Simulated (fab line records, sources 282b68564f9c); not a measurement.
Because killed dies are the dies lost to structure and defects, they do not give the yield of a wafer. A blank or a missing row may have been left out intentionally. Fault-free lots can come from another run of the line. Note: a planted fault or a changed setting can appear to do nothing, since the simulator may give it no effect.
fab line records / flow rit_cmos / part 2 of 2: steps 31 to 42 of 42
record: lots: 5 wafers: 15 last_day: 6
route steps=202 shown SPACER@127 NSD@131 PSD@142 SDANNEAL@153 PLDD@159 NLDD@160 SILICIDE@161 CONTACT@168
lots with no fault: from the same line, run without faults
start_h: the number of hours between the record's first day and the start of the first shown wafer of the lot / wait_h: hours elapsed since this lot's preceding step / " identical to the entry in the row above / L1.1+2: several wafers, shown together as one row / - either no value or no given start / * or withheld: withheld / < > ~ a bound
route shown NAME@n: NAME is a module with steps in the file, n the number in the route of the first one / usual: the fault-free wafers' mean and standard deviation / same: alike in all rows / chamber/n: place in a boat / sites: each site's reading / _std_site: how widely they spread, as a standard deviation / _edge_site: the outer-site mean with the inner-site mean subtracted / radius_mm: for every site, how far away it sits from the centre of the wafer / mask NAME#n: copy n / behind: the most recent tool/chamber to have shaped the wafer / hold: why the lot went on hold/how many hours it stayed there/how the hold came to an end / device: the transistor (n, p or np) that didn't switch / end of line: the route-end tests of the same wafers / a step without rows: its recipe alone / killed: not the wafer's yield, but the dies lost to structure and defects at the first sort / map: a wafer's dies, marking killed ones x, the rest . and places with no die _
set.NAME: the setting that was run; set.NAME@STEP: the one run at that earlier step / model.NAME: the simulator's own value behind a step, which no gauge read
lots at selected steps of the route; one table per step, one row per wafer
services: when a tool's chamber went out of use (start_h, in hours from the record's first day, below 0 if earlier), for how many hours, and the reason
== steps ==
step: RIT_SDANNEAL_RS_MEAS_04
recipe: thk_meas_gauge: four-point-probe
usual: PSD_RS: 115.96/0.28
lot.wafer=L075.1 tool=film_metro-03 chamber=- start_h=59.08 wait_h=0.0 PSD_RS[ohm/sq]=115.77
lot.wafer=L075.5 tool=film_metro-03 chamber=- start_h=59.08 wait_h=0.0 PSD_RS[ohm/sq]=116.23
lot.wafer=L075.6 tool=film_metro-03 chamber=- start_h=59.08 wait_h=0.0 PSD_RS[ohm/sq]=116.22
lot.wafer=L077.1 tool=film_metro-03 chamber=- start_h=66.66 wait_h=0.0 PSD_RS[ohm/sq]=116.18
lot.wafer=L077.3 tool=film_metro-03 chamber=- start_h=66.66 wait_h=0.0 PSD_RS[ohm/sq]=115.84
lot.wafer=L077.4 tool=film_metro-03 chamber=- start_h=66.66 wait_h=0.0 PSD_RS[ohm/sq]=115.85
lot.wafer=L082.2 tool=film_metro-03 chamber=- start_h=90.01 wait_h=0.1 PSD_RS[ohm/sq]=116.04
lot.wafer=L082.3 tool=film_metro-03 chamber=- start_h=90.01 wait_h=0.1 PSD_RS[ohm/sq]=115.95
lot.wafer=L082.4 tool=film_metro-03 chamber=- start_h=90.01 wait_h=0.1 PSD_RS[ohm/sq]=116.04
lot.wafer=L083.3 tool=film_metro-04 chamber=- start_h=96.60 wait_h=0.1 PSD_RS[ohm/sq]=115.83
lot.wafer=L083.4 tool=film_metro-04 chamber=- start_h=96.60 wait_h=0.1 PSD_RS[ohm/sq]=115.84
lot.wafer=L083.6 tool=film_metro-04 chamber=- start_h=96.60 wait_h=0.1 PSD_RS[ohm/sq]=115.80
lot.wafer=L091.1 tool=film_metro-03 chamber=- start_h=136.80 wait_h=0.1 PSD_RS[ohm/sq]=116.16
lot.wafer=L091.2 tool=film_metro-03 chamber=- start_h=136.80 wait_h=0.1 PSD_RS[ohm/sq]=115.75
lot.wafer=L091.5 tool=film_metro-03 chamber=- start_h=136.80 wait_h=0.1 PSD_RS[ohm/sq]=116.10
step: RIT_SDANNEAL_RS_MEAS_05
recipe: thk_meas_gauge: four-point-probe
usual: NSD_RS: 84.63/0.29
lot.wafer=L075.1 tool=film_metro-03 chamber=- start_h=59.20 wait_h=0.1 NSD_RS[ohm/sq]=84.67
lot.wafer=L075.5 tool=film_metro-03 chamber=- start_h=59.20 wait_h=0.1 NSD_RS[ohm/sq]=85.30
lot.wafer=L075.6 tool=film_metro-03 chamber=- start_h=59.20 wait_h=0.1 NSD_RS[ohm/sq]=84.65
lot.wafer=L077.1 tool=film_metro-03 chamber=- start_h=66.78 wait_h=0.1 NSD_RS[ohm/sq]=84.82
lot.wafer=L077.3 tool=film_metro-03 chamber=- start_h=66.78 wait_h=0.1 NSD_RS[ohm/sq]=84.60
lot.wafer=L077.4 tool=film_metro-03 chamber=- start_h=66.78 wait_h=0.1 NSD_RS[ohm/sq]=84.72
lot.wafer=L082.2 tool=film_metro-03 chamber=- start_h=90.13 wait_h=0.1 NSD_RS[ohm/sq]=84.10
lot.wafer=L082.3 tool=film_metro-03 chamber=- start_h=90.13 wait_h=0.1 NSD_RS[ohm/sq]=84.81
lot.wafer=L082.4 tool=film_metro-03 chamber=- start_h=90.13 wait_h=0.1 NSD_RS[ohm/sq]=84.45
lot.wafer=L083.3 tool=film_metro-04 chamber=- start_h=96.72 wait_h=0.1 NSD_RS[ohm/sq]=84.36
lot.wafer=L083.4 tool=film_metro-04 chamber=- start_h=96.72 wait_h=0.1 NSD_RS[ohm/sq]=84.38
lot.wafer=L083.6 tool=film_metro-04 chamber=- start_h=96.72 wait_h=0.1 NSD_RS[ohm/sq]=84.25
lot.wafer=L091.1 tool=film_metro-03 chamber=- start_h=136.92 wait_h=0.1 NSD_RS[ohm/sq]=85.08
lot.wafer=L091.2 tool=film_metro-03 chamber=- start_h=136.92 wait_h=0.1 NSD_RS[ohm/sq]=84.91
lot.wafer=L091.5 tool=film_metro-03 chamber=- start_h=136.92 wait_h=0.1 NSD_RS[ohm/sq]=84.61
step: RIT_SDANNEAL_RS_MEAS_06
recipe: thk_meas_gauge: four-point-probe
usual: PLDD_RS: 178.7/0.53
lot.wafer=L075.1 tool=film_metro-03 chamber=- start_h=59.32 wait_h=0.1 PLDD_RS[ohm/sq]=178.4
lot.wafer=L075.5 tool=film_metro-03 chamber=- start_h=59.32 wait_h=0.1 PLDD_RS[ohm/sq]=178.4
lot.wafer=L075.6 tool=film_metro-03 chamber=- start_h=59.32 wait_h=0.1 PLDD_RS[ohm/sq]=179.1
lot.wafer=L077.1 tool=film_metro-03 chamber=- start_h=66.90 wait_h=0.1 PLDD_RS[ohm/sq]=178.3
lot.wafer=L077.3 tool=film_metro-03 chamber=- start_h=66.90 wait_h=0.1 PLDD_RS[ohm/sq]=178.0
lot.wafer=L077.4 tool=film_metro-03 chamber=- start_h=66.90 wait_h=0.1 PLDD_RS[ohm/sq]=178.6
lot.wafer=L082.2 tool=film_metro-03 chamber=- start_h=90.25 wait_h=0.1 PLDD_RS[ohm/sq]=178.3
lot.wafer=L082.3 tool=film_metro-03 chamber=- start_h=90.25 wait_h=0.1 PLDD_RS[ohm/sq]=178.3
lot.wafer=L082.4 tool=film_metro-03 chamber=- start_h=90.25 wait_h=0.1 PLDD_RS[ohm/sq]=178.0
lot.wafer=L083.3 tool=film_metro-04 chamber=- start_h=96.84 wait_h=0.1 PLDD_RS[ohm/sq]=178.1
lot.wafer=L083.4 tool=film_metro-04 chamber=- start_h=96.84 wait_h=0.1 PLDD_RS[ohm/sq]=178.0
lot.wafer=L083.6 tool=film_metro-04 chamber=- start_h=96.84 wait_h=0.1 PLDD_RS[ohm/sq]=178.3
lot.wafer=L091.1 tool=film_metro-03 chamber=- start_h=137.04 wait_h=0.1 PLDD_RS[ohm/sq]=178.2
lot.wafer=L091.2 tool=film_metro-03 chamber=- start_h=137.04 wait_h=0.1 PLDD_RS[ohm/sq]=179.5
lot.wafer=L091.5 tool=film_metro-03 chamber=- start_h=137.04 wait_h=0.1 PLDD_RS[ohm/sq]=178.4
step: RIT_SDANNEAL_RS_MEAS_07
recipe: thk_meas_gauge: four-point-probe
usual: NLDD_RS: 151.8/0.51
lot.wafer=L075.1 tool=film_metro-03 chamber=- start_h=59.44 wait_h=0.1 NLDD_RS[ohm/sq]=152.1
lot.wafer=L075.5 tool=film_metro-03 chamber=- start_h=59.44 wait_h=0.1 NLDD_RS[ohm/sq]=151.5
lot.wafer=L075.6 tool=film_metro-03 chamber=- start_h=59.44 wait_h=0.1 NLDD_RS[ohm/sq]=151.6
lot.wafer=L077.1 tool=film_metro-03 chamber=- start_h=67.02 wait_h=0.1 NLDD_RS[ohm/sq]=151.7
lot.wafer=L077.3 tool=film_metro-03 chamber=- start_h=67.02 wait_h=0.1 NLDD_RS[ohm/sq]=152.2
lot.wafer=L077.4 tool=film_metro-03 chamber=- start_h=67.02 wait_h=0.1 NLDD_RS[ohm/sq]=152.0
lot.wafer=L082.2 tool=film_metro-03 chamber=- start_h=90.37 wait_h=0.1 NLDD_RS[ohm/sq]=151.0
lot.wafer=L082.3 tool=film_metro-03 chamber=- start_h=90.37 wait_h=0.1 NLDD_RS[ohm/sq]=151.4
lot.wafer=L082.4 tool=film_metro-03 chamber=- start_h=90.37 wait_h=0.1 NLDD_RS[ohm/sq]=151.5
lot.wafer=L083.3 tool=film_metro-04 chamber=- start_h=96.96 wait_h=0.1 NLDD_RS[ohm/sq]=152.8
lot.wafer=L083.4 tool=film_metro-04 chamber=- start_h=96.96 wait_h=0.1 NLDD_RS[ohm/sq]=151.9
lot.wafer=L083.6 tool=film_metro-04 chamber=- start_h=96.96 wait_h=0.1 NLDD_RS[ohm/sq]=151.6
lot.wafer=L091.1 tool=film_metro-03 chamber=- start_h=137.16 wait_h=0.1 NLDD_RS[ohm/sq]=150.7
lot.wafer=L091.2 tool=film_metro-03 chamber=- start_h=137.16 wait_h=0.1 NLDD_RS[ohm/sq]=151.5
lot.wafer=L091.5 tool=film_metro-03 chamber=- start_h=137.16 wait_h=0.1 NLDD_RS[ohm/sq]=151.3
step: RIT_SILICIDE_WET_ETCH_00
recipe: chemistry: BOE target: SiO2 target_depth_nm: 14 time_s: 15 dry: n2_spin dilution: 10:1 temp_c: 21.5
lot.wafer=L075.1+5+6 tool=wet_bench-04 chamber=3 start_h=59.56 wait_h=0.1
lot.wafer=L077.1+3+4 tool=wet_bench-04 chamber=1 start_h=67.14 wait_h=0.1
lot.wafer=L082.2+3+4 tool=wet_bench-02 chamber=2 start_h=90.50 wait_h=0.1
lot.wafer=L083.3+4+6 tool=wet_bench-02 chamber=1 start_h=97.04 wait_h=0.1
lot.wafer=L091.1+2+5 tool=wet_bench-04 chamber=2 start_h=137.28 wait_h=0.1
step: RIT_SILICIDE_SPUTTER_01
recipe: material: Ti target_thk_nm: 30 power_w: 350 chamber_pressure_pa: 0.667 gas: Ar time_s: 240 substrate_temp_c: 25
usual: throttle_valve_pct: 30.1/0.72
lot.wafer=L075.1 tool=pvd_sputter-02 chamber=- start_h=59.58 wait_h=0.0 throttle_valve_pct=29.3
lot.wafer=L075.5 tool=pvd_sputter-02 chamber=- start_h=59.58 wait_h=0.0 throttle_valve_pct=30.5
lot.wafer=L075.6 tool=pvd_sputter-02 chamber=- start_h=59.58 wait_h=0.0 throttle_valve_pct=29.2
lot.wafer=L077.1 tool=pvd_sputter-02 chamber=- start_h=67.16 wait_h=0.0 throttle_valve_pct=31.0
lot.wafer=L077.3 tool=pvd_sputter-02 chamber=- start_h=67.16 wait_h=0.0 throttle_valve_pct=30.8
lot.wafer=L077.4 tool=pvd_sputter-02 chamber=- start_h=67.16 wait_h=0.0 throttle_valve_pct=29.2
lot.wafer=L082.2 tool=pvd_sputter-02 chamber=- start_h=90.52 wait_h=0.0 throttle_valve_pct=30.4
lot.wafer=L082.3 tool=pvd_sputter-02 chamber=- start_h=90.52 wait_h=0.0 throttle_valve_pct=31.0
lot.wafer=L082.4 tool=pvd_sputter-02 chamber=- start_h=90.52 wait_h=0.0 throttle_valve_pct=29.1
lot.wafer=L083.3 tool=pvd_sputter-03 chamber=- start_h=97.05 wait_h=0.0 throttle_valve_pct=30.2
lot.wafer=L083.4 tool=pvd_sputter-03 chamber=- start_h=97.05 wait_h=0.0 throttle_valve_pct=30.3
lot.wafer=L083.6 tool=pvd_sputter-03 chamber=- start_h=97.05 wait_h=0.0 throttle_valve_pct=30.1
lot.wafer=L091.1 tool=pvd_sputter-03 chamber=- start_h=137.29 wait_h=0.0 throttle_valve_pct=29.7
lot.wafer=L091.2 tool=pvd_sputter-03 chamber=- start_h=137.29 wait_h=0.0 throttle_valve_pct=30.0
lot.wafer=L091.5 tool=pvd_sputter-03 chamber=- start_h=137.29 wait_h=0.0 throttle_valve_pct=29.5
step: RIT_SILICIDE_RS_MEAS_02
recipe: thk_meas_gauge: four-point-probe reads: Ti_of_SILICIDE_SPUTTER_01
usual: SILICIDE_TI_RS: 47.8/0.64
lot.wafer=L075.1 tool=film_metro-02 chamber=- start_h=59.73 wait_h=0.1 SILICIDE_TI_RS[ohm/sq]=47.6
lot.wafer=L075.5 tool=film_metro-02 chamber=- start_h=59.73 wait_h=0.1 SILICIDE_TI_RS[ohm/sq]=47.1
lot.wafer=L075.6 tool=film_metro-02 chamber=- start_h=59.73 wait_h=0.1 SILICIDE_TI_RS[ohm/sq]=47.6
lot.wafer=L077.1 tool=film_metro-04 chamber=- start_h=67.31 wait_h=0.1 SILICIDE_TI_RS[ohm/sq]=46.7
lot.wafer=L077.3 tool=film_metro-04 chamber=- start_h=67.31 wait_h=0.1 SILICIDE_TI_RS[ohm/sq]=47.7
lot.wafer=L077.4 tool=film_metro-04 chamber=- start_h=67.31 wait_h=0.1 SILICIDE_TI_RS[ohm/sq]=47.6
lot.wafer=L082.2 tool=film_metro-02 chamber=- start_h=90.69 wait_h=0.1 SILICIDE_TI_RS[ohm/sq]=46.6
lot.wafer=L082.3 tool=film_metro-02 chamber=- start_h=90.69 wait_h=0.1 SILICIDE_TI_RS[ohm/sq]=47.5
lot.wafer=L082.4 tool=film_metro-02 chamber=- start_h=90.69 wait_h=0.1 SILICIDE_TI_RS[ohm/sq]=46.7
lot.wafer=L083.3 tool=film_metro-02 chamber=- start_h=97.24 wait_h=0.1 SILICIDE_TI_RS[ohm/sq]=47.1
lot.wafer=L083.4 tool=film_metro-02 chamber=- start_h=97.24 wait_h=0.1 SILICIDE_TI_RS[ohm/sq]=47.2
lot.wafer=L083.6 tool=film_metro-02 chamber=- start_h=97.24 wait_h=0.1 SILICIDE_TI_RS[ohm/sq]=46.9
lot.wafer=L091.1 tool=film_metro-01 chamber=- start_h=137.44 wait_h=0.1 SILICIDE_TI_RS[ohm/sq]=47.6
lot.wafer=L091.2 tool=film_metro-01 chamber=- start_h=137.44 wait_h=0.1 SILICIDE_TI_RS[ohm/sq]=48.3
lot.wafer=L091.5 tool=film_metro-01 chamber=- start_h=137.44 wait_h=0.1 SILICIDE_TI_RS[ohm/sq]=47.6
step: RIT_SILICIDE_THK_MEAS_03
recipe: thk_meas_gauge: xrf reads: Ti_of_SILICIDE_SPUTTER_01
usual: SILICIDE_TI_THK: 30.4/0.35
lot.wafer=L075.1 tool=film_metro-02 chamber=- start_h=59.85 wait_h=0.1 SILICIDE_TI_THK[nm]=30.8
lot.wafer=L075.5 tool=film_metro-02 chamber=- start_h=59.85 wait_h=0.1 SILICIDE_TI_THK[nm]=30.9
lot.wafer=L075.6 tool=film_metro-02 chamber=- start_h=59.85 wait_h=0.1 SILICIDE_TI_THK[nm]=30.7
lot.wafer=L077.1 tool=film_metro-04 chamber=- start_h=67.43 wait_h=0.1 SILICIDE_TI_THK[nm]=30.9
lot.wafer=L077.3 tool=film_metro-04 chamber=- start_h=67.43 wait_h=0.1 SILICIDE_TI_THK[nm]=30.4
lot.wafer=L077.4 tool=film_metro-04 chamber=- start_h=67.43 wait_h=0.1 SILICIDE_TI_THK[nm]=30.4
lot.wafer=L082.2 tool=film_metro-02 chamber=- start_h=90.80 wait_h=0.1 SILICIDE_TI_THK[nm]=30.9
lot.wafer=L082.3 tool=film_metro-02 chamber=- start_h=90.80 wait_h=0.1 SILICIDE_TI_THK[nm]=30.6
lot.wafer=L082.4 tool=film_metro-02 chamber=- start_h=90.80 wait_h=0.1 SILICIDE_TI_THK[nm]=30.9
lot.wafer=L083.3 tool=film_metro-02 chamber=- start_h=97.34 wait_h=0.1 SILICIDE_TI_THK[nm]=30.6
lot.wafer=L083.4 tool=film_metro-02 chamber=- start_h=97.34 wait_h=0.1 SILICIDE_TI_THK[nm]=30.7
lot.wafer=L083.6 tool=film_metro-02 chamber=- start_h=97.34 wait_h=0.1 SILICIDE_TI_THK[nm]=30.9
lot.wafer=L091.1 tool=film_metro-01 chamber=- start_h=137.56 wait_h=0.1 SILICIDE_TI_THK[nm]=30.5
lot.wafer=L091.2 tool=film_metro-01 chamber=- start_h=137.56 wait_h=0.1 SILICIDE_TI_THK[nm]=30.2
lot.wafer=L091.5 tool=film_metro-01 chamber=- start_h=137.56 wait_h=0.1 SILICIDE_TI_THK[nm]=30.6
step: RIT_SILICIDE_RTA_04
recipe: temp_c: 650 time_s: 10 idle_temp_c: 25 ramp_up_s: 5 ramp_down_s: 5 cool_to_c: 25 ambient: N2
usual: wafer_temp_C_max: 653.5/0.61
lot.wafer=L075.1 tool=rtp_anneal-02 chamber=0 start_h=59.91 wait_h=0.1 wafer_temp_C_max=652.9
lot.wafer=L075.5 tool=rtp_anneal-02 chamber=0 start_h=59.91 wait_h=0.1 wafer_temp_C_max=654.5
lot.wafer=L075.6 tool=rtp_anneal-02 chamber=0 start_h=59.91 wait_h=0.1 wafer_temp_C_max=654.2
lot.wafer=L077.1 tool=rtp_anneal-02 chamber=0 start_h=67.49 wait_h=0.1 wafer_temp_C_max=653.6
lot.wafer=L077.3 tool=rtp_anneal-02 chamber=0 start_h=67.49 wait_h=0.1 wafer_temp_C_max=655.3
lot.wafer=L077.4 tool=rtp_anneal-02 chamber=0 start_h=67.49 wait_h=0.1 wafer_temp_C_max=653.8
lot.wafer=L082.2 tool=rtp_anneal-01 chamber=0 start_h=90.86 wait_h=0.1 wafer_temp_C_max=652.9
lot.wafer=L082.3 tool=rtp_anneal-01 chamber=0 start_h=90.86 wait_h=0.1 wafer_temp_C_max=655.2
lot.wafer=L082.4 tool=rtp_anneal-01 chamber=0 start_h=90.86 wait_h=0.1 wafer_temp_C_max=653.4
lot.wafer=L083.3 tool=rtp_anneal-02 chamber=0 start_h=97.40 wait_h=0.1 wafer_temp_C_max=653.2
lot.wafer=L083.4 tool=rtp_anneal-02 chamber=0 start_h=97.40 wait_h=0.1 wafer_temp_C_max=653.1
lot.wafer=L083.6 tool=rtp_anneal-02 chamber=0 start_h=97.40 wait_h=0.1 wafer_temp_C_max=653.0
lot.wafer=L091.1 tool=rtp_anneal-02 chamber=0 start_h=137.62 wait_h=0.1 wafer_temp_C_max=652.7
lot.wafer=L091.2 tool=rtp_anneal-02 chamber=0 start_h=137.62 wait_h=0.1 wafer_temp_C_max=653.1
lot.wafer=L091.5 tool=rtp_anneal-02 chamber=0 start_h=137.62 wait_h=0.1 wafer_temp_C_max=653.2
step: RIT_SILICIDE_WET_ETCH_05
recipe: chemistry: SPM target: Ti temp_c: 90 time_s: 120 dry: n2_spin
lot.wafer=L075.1+5+6 tool=wet_bench-04 chamber=3 start_h=59.97 wait_h=0.1
lot.wafer=L077.1+3+4 tool=wet_bench-02 chamber=3 start_h=67.55 wait_h=0.1
lot.wafer=L082.2+3+4 tool=wet_bench-04 chamber=0 start_h=90.91 wait_h=0.0
lot.wafer=L083.3+4+6 tool=wet_bench-04 chamber=1 start_h=97.45 wait_h=0.0
lot.wafer=L091.1+2+5 tool=wet_bench-01 chamber=2 start_h=137.69 wait_h=0.1
step: RIT_SILICIDE_RTA_06
recipe: temp_c: 750 time_s: 10 idle_temp_c: 25 ramp_up_s: 5 ramp_down_s: 10 cool_to_c: 25 ambient: N2
usual: wafer_temp_C_max: 754.2/0.77
lot.wafer=L075.1 tool=rtp_anneal-01 chamber=0 start_h=60.02 wait_h=0.0 wafer_temp_C_max=754.2
lot.wafer=L075.5 tool=rtp_anneal-01 chamber=0 start_h=60.02 wait_h=0.0 wafer_temp_C_max=754.2
lot.wafer=L075.6 tool=rtp_anneal-01 chamber=0 start_h=60.02 wait_h=0.0 wafer_temp_C_max=753.4
lot.wafer=L077.1 tool=rtp_anneal-01 chamber=0 start_h=67.60 wait_h=0.0 wafer_temp_C_max=754.5
lot.wafer=L077.3 tool=rtp_anneal-01 chamber=0 start_h=67.60 wait_h=0.0 wafer_temp_C_max=755.0
lot.wafer=L077.4 tool=rtp_anneal-01 chamber=0 start_h=67.60 wait_h=0.0 wafer_temp_C_max=754.0
lot.wafer=L082.2 tool=rtp_anneal-02 chamber=0 start_h=90.97 wait_h=0.0 wafer_temp_C_max=754.6
lot.wafer=L082.3 tool=rtp_anneal-02 chamber=0 start_h=90.97 wait_h=0.0 wafer_temp_C_max=753.5
lot.wafer=L082.4 tool=rtp_anneal-02 chamber=0 start_h=90.97 wait_h=0.0 wafer_temp_C_max=753.8
lot.wafer=L083.3 tool=rtp_anneal-01 chamber=0 start_h=97.51 wait_h=0.0 wafer_temp_C_max=754.3
lot.wafer=L083.4 tool=rtp_anneal-01 chamber=0 start_h=97.51 wait_h=0.0 wafer_temp_C_max=755.6
lot.wafer=L083.6 tool=rtp_anneal-01 chamber=0 start_h=97.51 wait_h=0.0 wafer_temp_C_max=753.6
lot.wafer=L091.1 tool=rtp_anneal-01 chamber=0 start_h=137.73 wait_h=0.0 wafer_temp_C_max=753.8
lot.wafer=L091.2 tool=rtp_anneal-01 chamber=0 start_h=137.73 wait_h=0.0 wafer_temp_C_max=756.1
lot.wafer=L091.5 tool=rtp_anneal-01 chamber=0 start_h=137.73 wait_h=0.0 wafer_temp_C_max=754.7
step: RIT_CONTACT_CVD_00
recipe: material: SiO2 target_thk_nm: 400 precursor: TEOS temp_c: 390 time_s: 61 rf_w: 400
usual: heater_power_w: 299/40
lot.wafer=L075.1 tool=pecvd-02 chamber=2 start_h=60.08 wait_h=0.1 heater_power_w=304
lot.wafer=L075.5 tool=pecvd-02 chamber=0 start_h=60.08 wait_h=0.1 heater_power_w=308
lot.wafer=L075.6 tool=pecvd-02 chamber=2 start_h=60.08 wait_h=0.1 heater_power_w=318
lot.wafer=L077.1 tool=pecvd-04 chamber=1 start_h=67.67 wait_h=0.1 heater_power_w=293
lot.wafer=L077.3 tool=pecvd-04 chamber=0 start_h=67.67 wait_h=0.1 heater_power_w=297
lot.wafer=L077.4 tool=pecvd-04 chamber=2 start_h=67.67 wait_h=0.1 heater_power_w=264
lot.wafer=L082.2 tool=pecvd-01 chamber=2 start_h=91.02 wait_h=0.0 heater_power_w=324
lot.wafer=L082.3 tool=pecvd-01 chamber=0 start_h=91.02 wait_h=0.0 heater_power_w=251
lot.wafer=L082.4 tool=pecvd-01 chamber=1 start_h=91.02 wait_h=0.0 heater_power_w=233
lot.wafer=L083.3 tool=pecvd-04 chamber=0 start_h=97.55 wait_h=0.0 heater_power_w=251
lot.wafer=L083.4 tool=pecvd-04 chamber=1 start_h=97.55 wait_h=0.0 heater_power_w=370
lot.wafer=L083.6 tool=pecvd-04 chamber=2 start_h=97.55 wait_h=0.0 heater_power_w=330
lot.wafer=L091.1 tool=pecvd-01 chamber=2 start_h=137.87 wait_h=0.1 heater_power_w=314
lot.wafer=L091.2 tool=pecvd-01 chamber=1 start_h=137.87 wait_h=0.1 heater_power_w=247
lot.wafer=L091.5 tool=pecvd-01 chamber=1 start_h=137.87 wait_h=0.1 heater_power_w=265
== services ==
tool=rie_diel-04 chamber=- start_h=35.76 hours=0.5 kind=repair
tool=wet_bench-01 chamber=- start_h=36.65 hours=69.6 kind=pm
tool=rie_diel-01 chamber=2 start_h=37.40 hours=- kind=clean
tool=rie_diel-01 chamber=2 start_h=37.40 hours=17.1 kind=scheduled_down
tool=rie_diel-01 chamber=2 start_h=37.40 hours=17.1 kind=vent_cycle
tool=pecvd-02 chamber=- start_h=48.64 hours=0.9 kind=repair
tool=rie_diel-01 chamber=- start_h=50.60 hours=2.8 kind=pm
tool=wet_bench-04 chamber=- start_h=55.09 hours=1.2 kind=repair
tool=pvd_sputter-02 chamber=- start_h=65.88 hours=0.6 kind=repair
tool=rie_diel-04 chamber=- start_h=69.31 hours=1.4 kind=repair
tool=rie_diel-04 chamber=- start_h=73.54 hours=14.6 kind=pm
tool=iline_stepper-01 chamber=- start_h=80.09 hours=0.9 kind=repair
tool=pvd_sputter-02 chamber=- start_h=93.38 hours=3.4 kind=repair
tool=rie_diel-04 chamber=0 start_h=93.44 hours=3.0 kind=repair
tool=rie_diel-04 chamber=3 start_h=103.23 hours=16.1 kind=repair
tool=iline_stepper-01 chamber=- start_h=103.95 hours=2.1 kind=pm
tool=plasma_asher-02 chamber=- start_h=105.11 hours=0.7 kind=repair
tool=iline_stepper-01 chamber=- start_h=106.03 hours=- kind=consumable_replace:lamp
tool=plasma_asher-01 chamber=- start_h=108.85 hours=9.0 kind=pm
tool=pvd_sputter-02 chamber=- start_h=122.94 hours=3.8 kind=repair
tool=rtp_anneal-01 chamber=- start_h=127.12 hours=3.8 kind=pm
tool=pvd_sputter-03 chamber=- start_h=130.94 hours=1.0 kind=repair
tool=pecvd-01 chamber=- start_h=133.17 hours=1.6 kind=repair
tool=pecvd-04 chamber=- start_h=135.60 hours=0.6 kind=repair
